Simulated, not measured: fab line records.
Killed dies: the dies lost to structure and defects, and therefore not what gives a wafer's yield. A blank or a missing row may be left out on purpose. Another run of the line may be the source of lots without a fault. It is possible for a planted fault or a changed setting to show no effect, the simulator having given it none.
A sampling plan put to the test / flow berkeleyCmos170 / one fab line, 19 faults that these records tell of, each judged on the records of the lots that it struck; 6 more are left out, because the records don't allow judging them
The line's own looks make up the plan; these are the steps of the route where a gauge or inspection reads the wafer and leaves it unchanged. A look is open to judgement when struck wafers have a number at it and the file gives its usual mean and standard deviation on fault-free wafers. Caught: 4 or more of those standard deviations (sigma) separate the usual mean from the mean of the struck wafers at a look after the fault's first step. On the tool: the identical test, applied to the tool's own readings at the steps of the fault. A different recipe on the struck wafers counts as caught too, as does a record blank only for those wafers.

## THE FAULTS, as the simulator had put them in
1. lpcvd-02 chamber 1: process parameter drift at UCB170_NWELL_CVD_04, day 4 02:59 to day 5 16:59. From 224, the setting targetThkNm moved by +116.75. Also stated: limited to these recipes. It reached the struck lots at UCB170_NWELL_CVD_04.
2. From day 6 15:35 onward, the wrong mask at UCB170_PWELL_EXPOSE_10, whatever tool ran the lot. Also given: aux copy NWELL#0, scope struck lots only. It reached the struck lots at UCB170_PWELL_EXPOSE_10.
3. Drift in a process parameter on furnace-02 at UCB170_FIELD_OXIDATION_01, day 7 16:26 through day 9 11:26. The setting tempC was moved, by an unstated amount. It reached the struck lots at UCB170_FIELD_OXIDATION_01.
4. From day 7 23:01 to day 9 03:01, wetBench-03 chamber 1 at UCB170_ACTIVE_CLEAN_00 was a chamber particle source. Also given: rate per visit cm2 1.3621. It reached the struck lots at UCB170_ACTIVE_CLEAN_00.
5. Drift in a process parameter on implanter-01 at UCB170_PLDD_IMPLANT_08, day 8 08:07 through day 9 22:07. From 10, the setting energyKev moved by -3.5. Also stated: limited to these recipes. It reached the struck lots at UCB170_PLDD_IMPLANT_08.
6. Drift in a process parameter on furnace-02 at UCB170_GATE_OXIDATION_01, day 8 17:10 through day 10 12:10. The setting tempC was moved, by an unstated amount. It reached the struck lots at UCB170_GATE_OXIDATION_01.
7. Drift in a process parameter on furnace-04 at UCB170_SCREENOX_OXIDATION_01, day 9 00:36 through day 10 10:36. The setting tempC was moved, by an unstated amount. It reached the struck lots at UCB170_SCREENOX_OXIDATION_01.
8. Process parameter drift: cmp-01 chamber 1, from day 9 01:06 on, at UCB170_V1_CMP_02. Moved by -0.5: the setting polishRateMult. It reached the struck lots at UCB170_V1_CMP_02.
9. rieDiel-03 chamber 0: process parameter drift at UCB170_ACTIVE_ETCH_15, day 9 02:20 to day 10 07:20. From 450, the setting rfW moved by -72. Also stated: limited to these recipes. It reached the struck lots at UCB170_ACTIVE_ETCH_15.
10. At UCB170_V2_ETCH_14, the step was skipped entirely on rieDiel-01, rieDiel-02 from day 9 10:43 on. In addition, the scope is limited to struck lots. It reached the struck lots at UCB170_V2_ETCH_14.
11. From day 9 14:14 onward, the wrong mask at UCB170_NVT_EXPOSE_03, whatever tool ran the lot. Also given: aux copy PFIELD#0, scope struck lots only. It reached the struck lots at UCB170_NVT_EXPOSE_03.
12. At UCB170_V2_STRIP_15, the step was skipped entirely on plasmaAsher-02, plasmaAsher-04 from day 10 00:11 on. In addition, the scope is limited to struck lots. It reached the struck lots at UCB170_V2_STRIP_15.
13. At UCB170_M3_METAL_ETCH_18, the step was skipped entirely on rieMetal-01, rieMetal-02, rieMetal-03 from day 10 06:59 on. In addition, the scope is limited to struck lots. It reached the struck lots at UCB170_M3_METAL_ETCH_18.
14. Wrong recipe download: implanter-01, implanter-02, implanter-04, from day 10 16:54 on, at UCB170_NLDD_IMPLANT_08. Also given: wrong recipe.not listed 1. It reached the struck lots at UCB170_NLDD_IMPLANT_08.
15. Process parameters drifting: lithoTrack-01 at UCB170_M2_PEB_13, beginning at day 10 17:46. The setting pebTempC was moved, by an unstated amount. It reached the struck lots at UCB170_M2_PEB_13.
16. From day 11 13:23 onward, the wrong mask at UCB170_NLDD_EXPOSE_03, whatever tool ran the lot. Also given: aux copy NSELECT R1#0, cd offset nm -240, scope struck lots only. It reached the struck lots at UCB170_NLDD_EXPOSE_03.
17. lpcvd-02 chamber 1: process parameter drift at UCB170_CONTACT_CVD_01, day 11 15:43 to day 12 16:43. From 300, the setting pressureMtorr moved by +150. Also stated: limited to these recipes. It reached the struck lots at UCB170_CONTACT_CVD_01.
18. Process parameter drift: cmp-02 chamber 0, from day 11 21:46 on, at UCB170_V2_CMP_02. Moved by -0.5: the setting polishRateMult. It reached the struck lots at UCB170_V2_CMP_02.
19. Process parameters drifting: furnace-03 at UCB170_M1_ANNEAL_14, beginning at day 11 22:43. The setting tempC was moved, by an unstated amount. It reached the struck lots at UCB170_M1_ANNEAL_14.

## WHAT THE PLAN SAW
fault=1; on the tool itself=under 2 sigma; first look that catches it=UCB170_NWELL_THK_MEAS_05; reading, sigma=NWELL_NITRIDE_THK +55; median hours from its first step to that look=1.9; hours from the fault's start to the first struck lot there=6; judged looks passed uncaught=0
fault=2; on the tool itself=no reading that can be judged; first look that catches it=UCB170_PWELL_TW_MEAS_17; reading, sigma=PWELL_TW -87; median hours from its first step to that look=0.8; hours from the fault's start to the first struck lot there=1; judged looks passed uncaught=0
fault=3; on the tool itself=tubeCenterTempC -99 or beyond sigma; first look that catches it=UCB170_FIELD_THK_MEAS_02; reading, sigma=FIELD_OXIDE_THK -8.4; median hours from its first step to that look=3.0; hours from the fault's start to the first struck lot there=9; judged looks passed uncaught=0
fault=4; on the tool itself=no reading that can be judged; first look that catches it=not the one look that can be judged after it; reading, sigma=-; median hours from its first step to that look=-; hours from the fault's start to the first struck lot there=-; judged looks passed uncaught=1
fault=5; on the tool itself=beamEnergyKeV -99 or beyond sigma; first look that catches it=UCB170_PLDD_TW_MEAS_11; reading, sigma=PLDD_TW -5.4; median hours from its first step to that look=0.4; hours from the fault's start to the first struck lot there=8; judged looks passed uncaught=0
fault=6; on the tool itself=tubeCenterTempC -99 or beyond sigma; first look that catches it=UCB170_GATE_THK_MEAS_02; reading, sigma=GATE_OXIDE_THK -6.7; median hours from its first step to that look=1.5; hours from the fault's start to the first struck lot there=7; judged looks passed uncaught=0
fault=7; on the tool itself=tubeCenterTempC -99 or beyond sigma; first look that catches it=UCB170_SCREENOX_THK_MEAS_02; reading, sigma=SCREENOX_OXIDE_THK -15; median hours from its first step to that look=1.7; hours from the fault's start to the first struck lot there=7; judged looks passed uncaught=0
fault=8; on the tool itself=under 2 sigma; first look that catches it=UCB170_V1_THK_MEAS_04; reading, sigma=V1_POLISHED_THK +99 or beyond; median hours from its first step to that look=0.4; hours from the fault's start to the first struck lot there=1; judged looks passed uncaught=0
fault=9; on the tool itself=rfFwdPowerW -51 sigma; first look that catches it=no look after it can be judged; reading, sigma=-; median hours from its first step to that look=-; hours from the fault's start to the first struck lot there=-; judged looks passed uncaught=0
fault=10; on the tool itself=the tool's record is blank for the struck wafers; first look that catches it=no look after it can be judged; reading, sigma=-; median hours from its first step to that look=-; hours from the fault's start to the first struck lot there=-; judged looks passed uncaught=0
fault=11; on the tool itself=under 2 sigma; first look that catches it=UCB170_NVT_TW_MEAS_09; reading, sigma=NVT_TW -99 or beyond; median hours from its first step to that look=0.7; hours from the fault's start to the first struck lot there=1; judged looks passed uncaught=0
fault=12; on the tool itself=the tool's record is blank for the struck wafers; first look that catches it=no look after it can be judged; reading, sigma=-; median hours from its first step to that look=-; hours from the fault's start to the first struck lot there=-; judged looks passed uncaught=0
fault=13; on the tool itself=the tool's record is blank for the struck wafers; first look that catches it=no look after it can be judged; reading, sigma=-; median hours from its first step to that look=-; hours from the fault's start to the first struck lot there=-; judged looks passed uncaught=0
fault=14; on the tool itself=under 2 sigma; first look that catches it=UCB170_NLDD_TW_MEAS_11; reading, sigma=NLDD_TW -13; median hours from its first step to that look=0.4; hours from the fault's start to the first struck lot there=1; judged looks passed uncaught=0
fault=15; on the tool itself=heaterPowerTotalW -86 sigma; first look that catches it=UCB170_M2_CD_MEAS_15; reading, sigma=cdNm +38; median hours from its first step to that look=0.3; hours from the fault's start to the first struck lot there=3; judged looks passed uncaught=0
fault=16; on the tool itself=under 2 sigma; first look that catches it=UCB170_NLDD_CD_MEAS_06; reading, sigma=cdNm -99 or beyond; median hours from its first step to that look=0.4; hours from the fault's start to the first struck lot there=1; judged looks passed uncaught=0
fault=17; on the tool itself=pressureMtorr +99 or beyond sigma; first look that catches it=UCB170_CONTACT_THK_MEAS_02; reading, sigma=CONTACT_PSG_THK +27; median hours from its first step to that look=1.8; hours from the fault's start to the first struck lot there=11; judged looks passed uncaught=0
fault=18; on the tool itself=under 2 sigma; first look that catches it=UCB170_V2_THK_MEAS_04; reading, sigma=V2_POLISHED_THK +99 or beyond; median hours from its first step to that look=0.3; hours from the fault's start to the first struck lot there=1; judged looks passed uncaught=0
fault=19; on the tool itself=tubeCenterTempC +99 or beyond sigma; first look that catches it=no look after it can be judged; reading, sigma=-; median hours from its first step to that look=-; hours from the fault's start to the first struck lot there=-; judged looks passed uncaught=0
A dash: this means the fault isn't caught or the number doesn't appear in these records.

Caught at a look: 13 of 19. Caught on the tool: 11 of 19. By one or the other: 18 of 19.
Faults caught by the tool alone: 9, 10, 12, 13, 19.
Caught at a look alone: faults 1, 2, 8, 11, 14, 16, 18.
Caught by neither: fault 4.

## THINNER SAMPLING
Were the look that catches a fault to measure just every second or every third lot (counted by lot number), the first struck lot would, at worst, be measured this late:
fault=1; struck lots at that look, in order of time=L250, L253; every lot=6 h; every second lot=24 h; every third lot=may miss all 2
fault=2; struck lots at that look, in order of time=L186; every lot=1 h; every second lot=may miss it; every third lot=may miss it
fault=3; struck lots at that look, in order of time=L435, L436, L437; every lot=9 h; every second lot=9 h; every third lot=20 h
fault=5; struck lots at that look, in order of time=L665, L669; every lot=8 h; every second lot=may miss all 2; every third lot=may miss all 2
fault=6; struck lots at that look, in order of time=L891, L893, L892; every lot=7 h; every second lot=7 h; every third lot=7 h
fault=7; struck lots at that look, in order of time=L819, L818; every lot=7 h; every second lot=7 h; every third lot=may miss all 2
fault=8; struck lots at that look, in order of time=L187, L192; every lot=1 h; every second lot=25 h; every third lot=may miss all 2
fault=11; struck lots at that look, in order of time=L688; every lot=1 h; every second lot=may miss it; every third lot=may miss it
fault=14; struck lots at that look, in order of time=L942, L943, L945, L944; every lot=1 h; every second lot=2 h; every third lot=22 h
fault=15; struck lots at that look, in order of time=L271, L272; every lot=3 h; every second lot=4 h; every third lot=may miss all 2
fault=16; struck lots at that look, in order of time=L325; every lot=1 h; every second lot=may miss it; every third lot=may miss it
fault=17; struck lots at that look, in order of time=L603, L606; every lot=11 h; every second lot=17 h; every third lot=may miss all 2
fault=18; struck lots at that look, in order of time=L131; every lot=1 h; every second lot=may miss it; every third lot=may miss it
Hours: fault start to first struck lot measured. 4 sigma limit: tested on the pooled struck wafers, so a lone lot may be under it. Other struck lots may not be in these records.

## THE LONGEST TIMED WAY FROM STEP TO LOOK
Fault 3: a median of 3.0 hours passes between UCB170_FIELD_OXIDATION_01 and UCB170_FIELD_THK_MEAS_02. No look between them can be judged.
